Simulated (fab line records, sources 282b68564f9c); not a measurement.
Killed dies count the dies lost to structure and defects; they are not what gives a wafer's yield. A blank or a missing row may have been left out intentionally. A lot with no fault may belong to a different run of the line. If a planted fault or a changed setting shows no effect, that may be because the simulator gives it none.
What tool caused it? | flow rit-cmos | Sampling: 15 lots, 45 wafers, 6 of 202 route steps

WHAT THE GAUGES SHOWED, per wafer
RIT_WELLDRIVE_RS_MEAS_01: a four-point-probe measurement.
lot  | measured    | on            | NWELL_RS (ohm/sq)
L693 | day 2 04:37 | film-metro-04 | 276.3 276.4 276.0
L695 | day 2 13:56 | film-metro-04 | 275.5 275.6 275.5
L696 | day 2 20:48 | film-metro-04 | 274.1 273.8 274.0
L698 | day 3 06:26 | film-metro-02 | 275.4 275.4 274.5
L699 | day 3 12:07 | film-metro-04 | 275.5 275.1 275.2
L701 | day 3 21:47 | film-metro-04 | 274.9 275.9 275.1
L703 | day 4 06:32 | film-metro-04 | 276.2 275.8 276.1
L704 | day 4 12:16 | film-metro-02 | 276.0 276.8 275.8
L705 | day 4 15:53 | film-metro-02 | 275.9 275.8 275.1
L706 | day 4 21:05 | film-metro-01 | 276.2 276.4 275.9
L707 | day 5 02:11 | film-metro-02 | 275.9 275.6 276.1
L709 | day 5 14:01 | film-metro-04 | 275.6 276.2 275.1
L711 | day 5 21:32 | film-metro-02 | 274.3 275.3 274.9
L715 | day 6 17:45 | film-metro-01 | 275.4 276.5 276.2
L716 | day 6 23:18 | film-metro-01 | 273.8 274.3 273.5

RIT_GATE_OVL_MEAS_17.
lot  | measured    | on         | GATE_OVL (nm)
L693 | day 2 12:43 | overlay-02 | -1.8 0.0 -0.5
L695 | day 3 01:37 | overlay-02 | -0.4 -1.8 -1.5
L696 | day 3 07:08 | overlay-02 | -1.1 -1.5 0.4
L698 | day 3 14:54 | overlay-01 | -1.1 0.9 0.1
L699 | day 3 21:43 | overlay-01 | 0.2 -1.1 1.1
L701 | day 4 05:46 | overlay-02 | -3.7 -3.3 -2.9
L703 | day 4 16:50 | overlay-02 | -0.5 2.0 1.9
L704 | day 4 20:45 | overlay-01 | -2.1 -2.6 -2.0
L705 | day 5 00:10 | overlay-01 | -1.3 -1.7 -0.1
L706 | day 5 05:32 | overlay-02 | 0.0 0.3 0.5
L707 | day 5 10:19 | overlay-01 | 0.8 1.8 3.5
L709 | day 6 00:15 | overlay-02 | -0.7 -0.1 -0.2
L711 | day 6 06:05 | overlay-01 | 1.0 1.8 2.2
L715 | day 7 03:00 | overlay-02 | 1.4 -1.7 -1.3
L716 | day 7 07:25 | overlay-02 | 1.1 2.5 4.3

RIT_PLDD_OVL_MEAS_06.
lot  | measured    | on         | PLDD_OVL (nm)
L693 | day 2 19:34 | overlay-01 | 0.0 -1.3 -0.8
L695 | day 3 09:12 | overlay-01 | 2.4 1.7 2.0
L696 | day 3 13:31 | overlay-01 | -0.6 1.6 0.8
L698 | day 3 20:49 | overlay-02 | 0.9 1.1 0.1
L699 | day 4 04:16 | overlay-01 | 1.8 1.1 2.0
L701 | day 4 11:51 | overlay-02 | 0.2 -2.9 -0.8
L703 | day 4 23:05 | overlay-02 | 1.0 -0.2 0.5
L704 | day 5 02:43 | overlay-01 | -0.1 1.4 -1.2
L705 | day 5 06:35 | overlay-01 | - - -
L706 | day 5 11:36 | overlay-01 | - - -
L707 | day 5 16:19 | overlay-02 | - - -
L709 | day 6 06:45 | overlay-02 | 1.2 0.6 0.4
L711 | day 6 12:41 | overlay-02 | -0.5 0.8 0.5
L715 | day 7 09:04 | overlay-01 | -0.5 -0.9 -0.7
L716 | day 7 13:28 | overlay-02 | -1.8 2.2 2.5

RIT_NSD_TW_MEAS_10.
lot  | measured    | on            | NSD_TW
L693 | day 3 00:16 | film-metro-02 | 3104 3087 3095
L695 | day 3 13:47 | film-metro-01 | 3127 3130 3131
L696 | day 3 18:05 | film-metro-02 | 3090 3101 3085
L698 | day 4 01:35 | film-metro-02 | 3098 3093 3096
L699 | day 4 08:43 | film-metro-01 | 3149 3166 3156
L701 | day 4 16:24 | film-metro-01 | 3149 3169 3139
L703 | day 5 03:55 | film-metro-02 | 3101 3119 3095
L704 | day 5 07:22 | film-metro-01 | 3145 3156 3164
L705 | day 5 11:02 | film-metro-03 | 3269 3263 3263 3273 3262 3277
L706 | day 5 16:22 | film-metro-02 | 3273 3276 3281 3274 3292 3292
L707 | day 5 20:46 | film-metro-03 | 3269 3260 3265 3271 3245 3287
L709 | day 6 11:45 | film-metro-01 | 3154 3165 3153
L711 | day 6 17:07 | film-metro-01 | 3131 3163 3155
L715 | day 7 14:00 | film-metro-03 | 3080 3082 3066
L716 | day 7 17:57 | film-metro-01 | 3146 3145 3155

WHAT TOOL EACH LOT RAN ON (gives the tool, then ch and the chambers of the sampled wafers, and finally the start)
lot  | RIT_PLDD_COAT_01                 | RIT_NSD_STRIP_09
L693 | litho-track-03 ch 0, day 2 18:55 | plasma-asher-01 ch 0,1, day 3 00:08
L695 | litho-track-03 ch 0, day 3 08:32 | plasma-asher-01 ch 0,1, day 3 13:39
L696 | litho-track-01 ch 0, day 3 12:50 | plasma-asher-03 ch 0, day 3 17:53
L698 | litho-track-02 ch 0, day 3 20:07 | plasma-asher-02 ch 0,1, day 4 01:23
L699 | litho-track-02 ch 0, day 4 03:28 | plasma-asher-01 ch 0,1, day 4 08:31
L701 | litho-track-02 ch 0, day 4 11:04 | plasma-asher-03 ch 0,1, day 4 16:16
L703 | litho-track-02 ch 0, day 4 22:23 | plasma-asher-01 ch 1, day 5 03:45
L704 | litho-track-01 ch 0, day 5 02:02 | plasma-asher-01 ch 0,1, day 5 07:11
L705 | litho-track-01, day 5 05:54      | plasma-asher-03 ch 0,1, day 5 10:52
L706 | litho-track-01, day 5 10:55      | plasma-asher-01 ch 0,1, day 5 16:11
L707 | litho-track-02, day 5 15:39      | plasma-asher-01 ch 0,1, day 5 20:38
L709 | litho-track-02 ch 0, day 6 05:56 | plasma-asher-03 ch 0,1, day 6 11:34
L711 | litho-track-01 ch 0, day 6 11:59 | plasma-asher-02 ch 0,1, day 6 16:56
L715 | litho-track-01 ch 0, day 7 08:17 | plasma-asher-02 ch 0,1, day 7 13:51
L716 | litho-track-03 ch 0, day 7 12:44 | plasma-asher-02 ch 0,1, day 7 17:46
- RIT_PLDD_COAT_01: resist thk 1000 nm.
- RIT_NSD_STRIP_09: strips in O2, time 180 s.

WHAT THE TOOLS THEMSELVES READ (means of the sampled wafers that have a number; where no wafer has one, the mark that the record gives instead)
RIT_PLDD_COAT_01.
lot  | tool           | chill-plate-temp-C (C) | dispense-pressure-kPa (kPa)
L693 | litho-track-03 | 23.08                  | 54
L695 | litho-track-03 | 22.93                  | 54
L696 | litho-track-01 | 22.89                  | 52
L698 | litho-track-02 | 23.15                  | 46
L699 | litho-track-02 | 23.18                  | 46
L701 | litho-track-02 | 22.84                  | 46
L703 | litho-track-02 | 22.93                  | 46
L704 | litho-track-01 | 23.02                  | 52
L705 | litho-track-01 | -                      | -
L706 | litho-track-01 | -                      | -
L707 | litho-track-02 | -                      | -
L709 | litho-track-02 | 23.18                  | 46
L711 | litho-track-01 | 23.00                  | 52
L715 | litho-track-01 | 22.90                  | 52
L716 | litho-track-03 | 23.08                  | 54

RIT_NSD_STRIP_09.
lot  | tool            | chamber-pressure-mTorr (mTorr) | drypump-motor-current-A (A)
L693 | plasma-asher-01 | 4003                           | 6.1
L695 | plasma-asher-01 | 4000                           | 6.0
L696 | plasma-asher-03 | 4004                           | 6.3
L698 | plasma-asher-02 | 4002                           | 6.2
L699 | plasma-asher-01 | 4001                           | 6.1
L701 | plasma-asher-03 | 3997                           | 6.0
L703 | plasma-asher-01 | 4002                           | 6.0
L704 | plasma-asher-01 | 4000                           | 6.1
L705 | plasma-asher-03 | 4000                           | 6.0
L706 | plasma-asher-01 | 4001                           | 6.0
L707 | plasma-asher-01 | 3998                           | 6.0
L709 | plasma-asher-03 | 3997                           | 6.0
L711 | plasma-asher-02 | 4003                           | 5.5
L715 | plasma-asher-02 | 4002                           | 5.5
L716 | plasma-asher-02 | 4000                           | 5.6

THE ANSWER, worked out from the rows above alone
Rule: the usual values come from the lots themselves. The widest of any qualifying gaps counts: lots, ordered by their means at a reading, are off when they make up no more than a third of the lots, leave a main group of 4 or more, and stand apart from it by 3 or more times the standard deviation of that group's means. Not used: any main group whose means are identical at the precision the tables above print for the reading. A lot without any number at a reading at which 4 lots or more have one is off too. All remaining lots with rows at the step are treated as sound. Order of review: gauges by route order, followed by the tools' own readings, for which a lot's mean as printed above is used. At the first step where some lot is off, the reading lying furthest off is the one used; lots without a number count as furthest.
Off: L705, L706, L707, at RIT_PLDD_OVL_MEAS_06 (PLDD_OVL). Without a number there: L705, L706, L707. Mean 0.4 nm and standard deviation 0.9 in the main group.
A tool fits if, at a process step before that reading, it ran every lot that is off, and no sound lot after the first of them. Not tried: the gauges at RIT_PLDD_OVL_MEAS_06; whatever is off there is also off at RIT_NSD_TW_MEAS_10, on other tools, and gauge error can't account for it. No candidate that was tried fits.

WHAT THE SIMULATOR HAD INSERTED
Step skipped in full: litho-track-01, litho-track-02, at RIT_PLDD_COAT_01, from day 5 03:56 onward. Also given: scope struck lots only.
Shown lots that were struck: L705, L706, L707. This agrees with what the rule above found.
